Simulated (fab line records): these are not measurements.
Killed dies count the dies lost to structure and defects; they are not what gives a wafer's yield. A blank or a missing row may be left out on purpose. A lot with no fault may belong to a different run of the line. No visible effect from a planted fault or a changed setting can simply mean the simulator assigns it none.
2 desks looking at one fault / flow rit cmos / only its own numbers are on each desk; what lay behind them is given at the end

AT THE METROLOGY DESK
What the gauges read, lot by lot, whatever tool the lot ran on: means of the sampled wafers that have a number. Any lot whose mean is over 4 standard deviations away from the usual mean is out of limits and marked OUT; that distance is given in the brackets.
Columns: A = PSD_RS at RIT_SDANNEAL_RS_MEAS_04, usual 114.98 ohm/sq
lot=L296; first seen here=day 3 03:44; A=114.97
lot=L297; first seen here=day 3 10:52; A=114.79
lot=L303; first seen here=day 4 16:58; A=114.61
lot=L305; first seen here=day 5 01:55; A=115.07
lot=L306; first seen here=day 5 08:58; A=115.07
lot=L307; first seen here=day 5 14:49; A=114.94
lot=L308; first seen here=day 5 20:15; A=115.47
lot=L310; first seen here=day 6 05:23; A=115.26
lot=L312; first seen here=day 6 12:37; A=115.47
lot=L314; first seen here=day 7 01:22; A=115.07
lot=L316; first seen here=day 7 08:10; A=115.30
lot=L318; first seen here=day 7 20:35; A=114.86
lot=L319; first seen here=day 7 22:16; A=114.85
Finding of this desk: none of the 13 lots has anything out of limits.

TOOL OWNER'S DESK, rtp anneal-01
The tool's own readings at RIT_SILICIDE_RTA_04 (time 10 s, ramp up 5 s, ramp down 5 s): means of the sampled wafers that have a number, for each lot that ran on this tool. Any lot whose mean is over 4 standard deviations away from the usual mean is out of limits and marked OUT; that distance is given in the brackets.
Columns: A = chamber o2 ppm at RIT_SILICIDE_RTA_04, usual 2.005; B = wafer_temp_C_max at RIT_SILICIDE_RTA_04, usual 653.5
lot=L297; first seen here=day 3 11:40; A=2.016; B=653.3
lot=L303; first seen here=day 4 17:46; A=62.015 (+99 or more) OUT; B=652.9
lot=L305; first seen here=day 5 02:44; A=62.003 (+99 or more) OUT; B=653.2
lot=L307; first seen here=day 5 15:37; A=62.018 (+99 or more) OUT; B=652.7
lot=L319; first seen here=day 7 23:04; A=2.021; B=653.4
This desk's finding: out of limits on L303, L305, L307; first on L303, day 4 17:46 (chamber o2 ppm at RIT_SILICIDE_RTA_04). In limits: L297, L319.

TAKEN TOGETHER
The tool owner's desk had the chance to raise an alarm at day 4 17:46 on L303, L305, L307.
Metrology desk: nothing out of limits seen.
The metrology desk has L303, L305, L307 on record, within its limits.
RIT_SILICIDE_RTA_04 was run on rtp anneal-01 by each of the lots named.

WHAT THE SIMULATOR HAD INSERTED
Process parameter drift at RIT_SILICIDE_RTA_04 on rtp anneal-01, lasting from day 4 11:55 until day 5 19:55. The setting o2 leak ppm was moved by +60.
Lots struck among those shown: L303, L305, L307.
How many hours passed from the start of the fault until each desk's first out-of-limits reading: the tool owner's desk, 6.
